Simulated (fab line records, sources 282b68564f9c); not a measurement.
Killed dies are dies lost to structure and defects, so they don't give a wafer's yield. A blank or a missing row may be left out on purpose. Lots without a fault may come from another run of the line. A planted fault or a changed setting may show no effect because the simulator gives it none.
A struck lot beside a sound one | flow rit_cmos | 15 steps out of a route of 202
Sound: wafers L490.2, L490.3, L490.4. Struck: wafers L509.1, L509.3, L509.6. The cause comes at the end.
At each step with rows: each side's tool, then ch and its chambers, then its first start. Under that, the readings that differ: sound wafers | struck wafers | difference of the means | sigmas: that difference in standard deviations of wafers without a fault.
alike: readings whose means differ by less than 2 such deviations, and words and numbers that are the same on both sides. not compared: withheld readings, readings that some wafer has no value for, bounds like >300 that may hide the same value, and numbers for which the record gives no deviation and whose values overlap.
The two part at a step that has a row with sigmas, a row that says differs or no value, or rows on one side only. Numbers that don't overlap but have no deviation are shown without sigmas and don't part them. A reading that every wafer of one side lacks parts them only if that side has two wafers or more.

first, 5 steps without rows for these wafers: RIT_PSD_COAT_01 (resist thk 1000 nm); RIT_PSD_SOFTBAKE_02 (time 60 s); RIT_PSD_EXPOSE_03 (exposes mask M10, target cd 40900 nm); RIT_PSD_PEB_04; RIT_PSD_DEVELOP_05 (develop time 50 s).
RIT_PSD_OVL_MEAS_06:
  sound on overlay-02, day 3 02:17; struck on overlay-01, day 7 17:08
  alike: PSD_OVL
then, 2 steps without rows for these wafers: RIT_PSD_HARDBAKE_07 (time 60 s); RIT_PSD_IMPLANT_08.
RIT_PSD_STRIP_09: strips in O2, time 180 s.
  sound on plasma_asher-03 ch 0,1, day 3 02:37; struck on plasma_asher-03 ch 0,1, day 7 17:33
  alike: drypump_motor_current_A, o2_flow_sccm
  not compared: rf_hours_counter_h
RIT_PSD_TW_MEAS_10:
  sound on film_metro-03, day 3 02:47; struck on film_metro-01, day 7 17:43
  alike: PSD_TW
then, 2 steps without rows for these wafers: RIT_SDANNEAL_CLEAN_00 (cleans in SC1, time 600 s); RIT_SDANNEAL_CLEAN_01 (cleans in dHF, time 30 s).
RIT_SDANNEAL_CLEAN_02: cleans in SC2, time 600 s.
  sound on wet_bench-02 ch 0, day 3 03:02; struck on wet_bench-02 ch 3, day 7 17:59
  reading          | sound       | struck      | difference | sigmas
  run_length_s (s) | 627 627 627 | 357 357 357 | -270       | -68
RIT_SDANNEAL_RTA_03: time 5 s.
  sound on rtp_anneal-02 ch 0, day 3 03:13; struck on rtp_anneal-01 ch 0, day 7 18:11
  alike: anneal_temp_c_max, ramp_down_c_per_s, wafer_temp_C_max
RIT_M1_PROBE_99:
  sound on prober-01, day 3 11:01; struck on prober-02, day 8 01:44
  alike: killed_at_front_end, killed_dies, killed_open, killed_short

WHERE THEY PART
Only at RIT_SDANNEAL_CLEAN_02, within this record. Later steps at which nothing parts them and some readings are alike: RIT_SDANNEAL_RTA_03, RIT_M1_PROBE_99.

WHY: what the simulator had put in
Process parameter drift: wet_bench-02, from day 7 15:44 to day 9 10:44, at RIT_SDANNEAL_CLEAN_02. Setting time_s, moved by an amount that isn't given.
